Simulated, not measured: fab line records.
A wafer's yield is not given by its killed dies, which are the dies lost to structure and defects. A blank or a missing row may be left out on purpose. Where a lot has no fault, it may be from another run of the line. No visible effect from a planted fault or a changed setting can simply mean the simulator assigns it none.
Split-lot experiment | flow rit-cmos | route with 202 steps; 5 lots, 23 wafers read

== THE SPLIT ==
At RIT_NRETRO_IMPLANT_08, the setting energy-kev was moved away from the recipe's 70 on 10 of the 23 wafers read, by +2.7% to +4.7%. This setting was run at the recipe's value on the other wafers.

The split's own step is where the reading is taken.

== THE READING ==
The simulator's own value implant.drp-nm, read by no gauge, in nm at RIT_NRETRO_IMPLANT_08. No usual value for it is given in the file.

wafer  | tool, chamber at the split | energy-kev as run | against the recipe | implant.drp-nm, nm | against lot-mates on the recipe
L074.1 | implanter-02, 0            | 70                | recipe             | 33.94              | -
L074.3 | implanter-02, 0            | 70                | recipe             | 33.94              | -
L074.2 | implanter-02, 0            | 71.87             | +2.7%              | 34.7               | +0.76
L074.4 | implanter-02, 0            | 71.87             | +2.7%              | 34.7               | +0.76
L074.5 | implanter-02, 0            | 71.87             | +2.7%              | 34.7               | +0.76
L075.1 | implanter-04, 0            | 72.16             | +3.1%              | 34.82              | +0.88
L075.5 | implanter-04, 0            | 72.16             | +3.1%              | 34.82              | +0.88
L075.2 | implanter-04, 0            | 70                | recipe             | 33.94              | -
L075.3 | implanter-04, 0            | 70                | recipe             | 33.94              | -
L075.4 | implanter-04, 0            | 70                | recipe             | 33.94              | -
L077.1 | implanter-01, 0            | 70                | recipe             | 33.94              | -
L077.2 | implanter-01, 0            | 70                | recipe             | 33.94              | -
L077.5 | implanter-01, 0            | 70                | recipe             | 33.94              | -
L077.4 | implanter-01, 0            | 73.28             | +4.7%              | 35.27              | +1.33
L077.6 | implanter-01, 0            | 73.28             | +4.7%              | 35.27              | +1.33
L078.1 | implanter-02, 0            | 72.48             | +3.5%              | 34.95              | +1.01
L078.4 | implanter-02, 0            | 72.48             | +3.5%              | 34.95              | +1.01
L078.5 | implanter-02, 0            | 72.48             | +3.5%              | 34.95              | +1.01
L078.2 | implanter-02, 0            | 70                | recipe             | 33.94              | -
L078.3 | implanter-02, 0            | 70                | recipe             | 33.94              | -
L085.4 | implanter-04, 0            | 70                | recipe             | 33.94              | -
L085.5 | implanter-04, 0            | 70                | recipe             | 33.94              | -
L085.6 | implanter-04, 0            | 70                | recipe             | 33.94              | -

FIT RESULTS
A straight line over all 23 wafers: implant.drp-nm changes by +0.284 nm for each +1% of energy-kev; r = +1.00; the points scatter about the line by 0.0014 nm.
The same after taking each lot's own level away (the mean of its wafers on the recipe; 23 wafers): +0.284 nm for each +1%; r = +1.00; scatter 0.0014 nm.
That fit puts the effect of the largest move of energy-kev on the reading at 1.3 nm.
The lots' own levels span 33.940 to 33.940 nm.
So the lot-to-lot level changes the slope little: the two slopes agree.
Check: for one of the wafers moved furthest among these (+4.7%), held out of the fit, the line's prediction against its lot-mates is +1.33 nm. It came out at +1.33 nm against them.

== THESE WAFERS: OTHER SPLITS ==
Other splits were also applied to these wafers ahead of the reading. Each is held against what the fit with the lots' levels taken away leaves over:
other split on the same wafers       | wafers away from the commonest value | r with implant.drp-nm (lot level and that fit taken away)
RIT_ACTIVE_OXIDATION_01 temp-c       | 5                                    | +0.27
RIT_ACTIVE_DEVELOP_10 develop-time-s | 7                                    | -0.06
RIT_ACTIVE_ETCH_13 pressure-mtorr    | 15                                   | +0.14
RIT_NWELL_SOFTBAKE_02 temp-c         | 8                                    | -0.12
RIT_NWELL_IMPLANT_08 dose-cm2        | 9                                    | -0.19
RIT_PWELL_COAT_01 spin-rpm           | 5                                    | +0.51
RIT_PWELL_IMPLANT_08 energy-kev      | 10                                   | +0.29
RIT_NRETRO_COAT_01 resist-thk-nm     | 8                                    | -0.14

== THE WHOLE CHAIN: every reading that the file lists as answering this split, in the file's order ==
step                  | what it does | reading                                                         | change (the file's fit)               | r (the file's)
RIT_NRETRO_IMPLANT_08 |              | implant.rp-nm (the simulator's own value, which no gauge read)  | +0.893 nm for each +1% of the setting | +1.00
RIT_NRETRO_IMPLANT_08 |              | implant.drp-nm (the simulator's own value, which no gauge read) | +0.285 nm for each +1% of the setting | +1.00

== FILE'S OWN FIT ==
implant.drp-nm changes by +0.285 nm for each +1% of energy-kev, r = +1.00.
